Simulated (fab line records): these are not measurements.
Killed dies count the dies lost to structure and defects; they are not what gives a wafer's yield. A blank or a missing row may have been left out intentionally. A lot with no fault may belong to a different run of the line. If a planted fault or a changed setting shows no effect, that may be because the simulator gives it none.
What tool caused it? || flow rit cmos || 42 wafers sampled from 14 lots at 1 step of a route of 202

## WHAT EACH GAUGE READ, for each wafer
The record holds no reading of a measuring or inspecting step that can be judged against a usual standard deviation.

## WHICH TOOL RAN EACH LOT (tool, then ch and the chambers of the sampled wafers, then the start)
{"lot": "L941", "RIT_GATE_EXPOSE_13": "iline stepper-01 ch 0, day 2 12:23"}
{"lot": "L943", "RIT_GATE_EXPOSE_13": "iline stepper-02 ch 0, day 2 23:01"}
{"lot": "L945", "RIT_GATE_EXPOSE_13": "iline stepper-02 ch 0, day 3 07:34"}
{"lot": "L946", "RIT_GATE_EXPOSE_13": "iline stepper-02 ch 0, day 3 14:00"}
{"lot": "L950", "RIT_GATE_EXPOSE_13": "iline stepper-01 ch 0, day 4 08:57"}
{"lot": "L951", "RIT_GATE_EXPOSE_13": "iline stepper-02 ch 0, day 4 14:43"}
{"lot": "L956", "RIT_GATE_EXPOSE_13": "iline stepper-02, day 5 19:04"}
{"lot": "L957", "RIT_GATE_EXPOSE_13": "iline stepper-02, day 5 21:30"}
{"lot": "L958", "RIT_GATE_EXPOSE_13": "iline stepper-02 ch 0, day 6 01:05"}
{"lot": "L960", "RIT_GATE_EXPOSE_13": "iline stepper-01 ch 0, day 6 12:17"}
{"lot": "L961", "RIT_GATE_EXPOSE_13": "iline stepper-01 ch 0, day 6 20:53"}
{"lot": "L962", "RIT_GATE_EXPOSE_13": "iline stepper-02 ch 0, day 7 01:31"}
{"lot": "L963", "RIT_GATE_EXPOSE_13": "iline stepper-02 ch 0, day 7 02:58"}
{"lot": "L964", "RIT_GATE_EXPOSE_13": "iline stepper-01 ch 0, day 7 09:31"}
- RIT_GATE_EXPOSE_13: exposes mask M6, target cd 150 nm.

## WHAT THE TOOLS THEMSELVES READ (means of the sampled wafers that have a number; where no wafer has one, the mark that the record gives instead)
RIT_GATE_EXPOSE_13. Usual: exposure dose mJ cm2 380.1, standard deviation 0.36; focus offset nm 0.0 nm, standard deviation 0.4.
{"lot": "L941", "tool": "iline stepper-01", "exposure dose mJ cm2": 380.3, "focus offset nm (nm)": 0.2, "flag": ""}
{"lot": "L943", "tool": "iline stepper-02", "exposure dose mJ cm2": 380.3, "focus offset nm (nm)": -0.2, "flag": ""}
{"lot": "L945", "tool": "iline stepper-02", "exposure dose mJ cm2": 379.9, "focus offset nm (nm)": -0.4, "flag": ""}
{"lot": "L946", "tool": "iline stepper-02", "exposure dose mJ cm2": 380.3, "focus offset nm (nm)": -0.0, "flag": ""}
{"lot": "L950", "tool": "iline stepper-01", "exposure dose mJ cm2": 379.7, "focus offset nm (nm)": 0.1, "flag": ""}
{"lot": "L951", "tool": "iline stepper-02", "exposure dose mJ cm2": 380.1, "focus offset nm (nm)": 0.3, "flag": ""}
{"lot": "L956", "tool": "iline stepper-02", "exposure dose mJ cm2": "-", "focus offset nm (nm)": "-", "flag": "OFF"}
{"lot": "L957", "tool": "iline stepper-02", "exposure dose mJ cm2": "-", "focus offset nm (nm)": "-", "flag": "OFF"}
{"lot": "L958", "tool": "iline stepper-02", "exposure dose mJ cm2": 380.1, "focus offset nm (nm)": 0.1, "flag": ""}
{"lot": "L960", "tool": "iline stepper-01", "exposure dose mJ cm2": 380.5, "focus offset nm (nm)": -0.0, "flag": ""}
{"lot": "L961", "tool": "iline stepper-01", "exposure dose mJ cm2": 379.8, "focus offset nm (nm)": 0.1, "flag": ""}
{"lot": "L962", "tool": "iline stepper-02", "exposure dose mJ cm2": 379.9, "focus offset nm (nm)": 0.2, "flag": ""}
{"lot": "L963", "tool": "iline stepper-02", "exposure dose mJ cm2": 380.2, "focus offset nm (nm)": 0.1, "flag": ""}
{"lot": "L964", "tool": "iline stepper-01", "exposure dose mJ cm2": 380.6, "focus offset nm (nm)": 0.5, "flag": ""}

## THE ANSWER, worked out from the rows above alone
Rule: a lot counts as off when the mean over its wafers that have a number is more than 3 standard deviations away from the usual mean. A lot without any number at a reading at which 4 lots or more have one is off too. The other lots that the step has rows for count as sound. After the gauges, taken in route order, come the tools' own readings; for these a lot's mean is taken, as printed above. The first step at which some lot is off is used, and at that step the reading that is off furthest; a lot without a number counts as furthest.
Off: L956, L957, at RIT_GATE_EXPOSE_13 (exposure dose mJ cm2). Without a number there: L956, L957.
A tool fits if, at that step or a process step before it, it ran every lot that is off, and no sound lot after the first of them. None of those tried fits.

## WHAT THE SIMULATOR HAD PUT IN
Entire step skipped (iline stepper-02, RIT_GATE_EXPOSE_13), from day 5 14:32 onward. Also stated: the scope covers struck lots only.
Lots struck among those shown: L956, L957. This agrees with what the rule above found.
